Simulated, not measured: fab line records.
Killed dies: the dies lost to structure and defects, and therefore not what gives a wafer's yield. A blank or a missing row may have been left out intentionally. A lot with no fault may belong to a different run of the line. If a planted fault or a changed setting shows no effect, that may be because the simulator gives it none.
Problem report, 8D (eight disciplines) form, completed by code | flow berkeley-cmos170 | the parts of the form that need people (team, actions taken, sign-off) are left out

## 1. THE ISSUE
Wafers free of any fault read 75.50 ohm/sq (standard deviation 0.29) for PSD_RS at UCB170_SDANNEAL_RS_MEAS_02, against a mean of 84.02 ohm/sq on 9 wafers of 3 lots. Measured from the usual mean, that is +29 standard deviations.
The step: measures by four-point-probe.
Seen first at day 9 11:17 on film-metro-03, wafer L234.1. At this step, 45 wafers from 15 lots have a number in the record. Rule for "out" (also "out of limits"): further than 4 standard deviations from the usual mean. The other wafers with a number count as sound.

## 2. WHAT IT IS AND WHAT IT IS NOT
question                    | is                           | is not
which readings at this step | PSD_RS                       | -
which lots                  | L234, L236, L237             | L223, L224, L225, L226, L227, L228, L229, L230, L233, L238, L239, L240
which wafers of those lots  | all that have a number       | -
read on which gauges        | film-metro-03, film-metro-04 | film-metro-02
when                        | from day 9 11:17             | up to then (27 sound wafers); but 9 sound wafers of L238, L239, L240 came after

## 3. WHAT RULES OUT EACH SUSPECT
Counting: a tool at any process step up to the reading remains a suspect when it ran all the lots that are out and ran no sound lot after the first of those.
- the gauge at UCB170_SDANNEAL_RS_MEAS_02: ruled out. 2 gauges (film-metro-03, film-metro-04) read the wafers that are out.
- rtp-anneal-01 at UCB170_SDANNEAL_RTA_01 (time 5 s): kept. All lots that are out passed through it, beginning with L234 at day 9 11:10, and no sound lot followed; its final sound lot before that point was L230 at day 8 10:50.
After counting, what remains is rtp-anneal-01 at UCB170_SDANNEAL_RTA_01.

## 4. THE CAUSE (what the simulator had put in)
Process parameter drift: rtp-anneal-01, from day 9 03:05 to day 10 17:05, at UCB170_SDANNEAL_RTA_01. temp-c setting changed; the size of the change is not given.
This tool alone remained once counting was done.

## 5. THE EFFECT CHAIN, in route order
Each row: a reading whose mean over the struck wafers that have a number lies more than 3 standard deviations from the usual. Only readings whose record carries a usual standard deviation are examined. hours: median over the lots of the time between each lot's start at the first step of this table that gives one and its start at this step. sigmas: the change, counted in usual standard deviations.
hours | step                       | reading | usual         | on struck wafers | change | sigmas
0     | UCB170_SDANNEAL_RS_MEAS_02 | PSD_RS  | 75.50 ohm/sq  | 84.02            | +8.52  | +29
0     | UCB170_SDANNEAL_RS_MEAS_03 | NSD_RS  | 37.22 ohm/sq  | 38.36            | +1.14  | +13
0     | UCB170_SDANNEAL_RS_MEAS_04 | PLDD_RS | 1030.7 ohm/sq | 1040.3           | +9.6   | +4.4

## 6. WHAT WOULD HAVE CAUGHT IT SOONER
In this record the first reading out of limits at a measuring or inspecting step was taken at day 9 11:17, 8 hours after the fault began at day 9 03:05.
No tool reading at UCB170_SDANNEAL_RTA_01 that has a usual standard deviation in the record was out on any struck wafer, so an alarm limit of 4 standard deviations on those readings would not have fired.
Lots out: 3; of these, L236, L237 started UCB170_SDANNEAL_RTA_01 on rtp-anneal-01 after day 9 11:17. A hold on the tool at that time would have spared those 2.
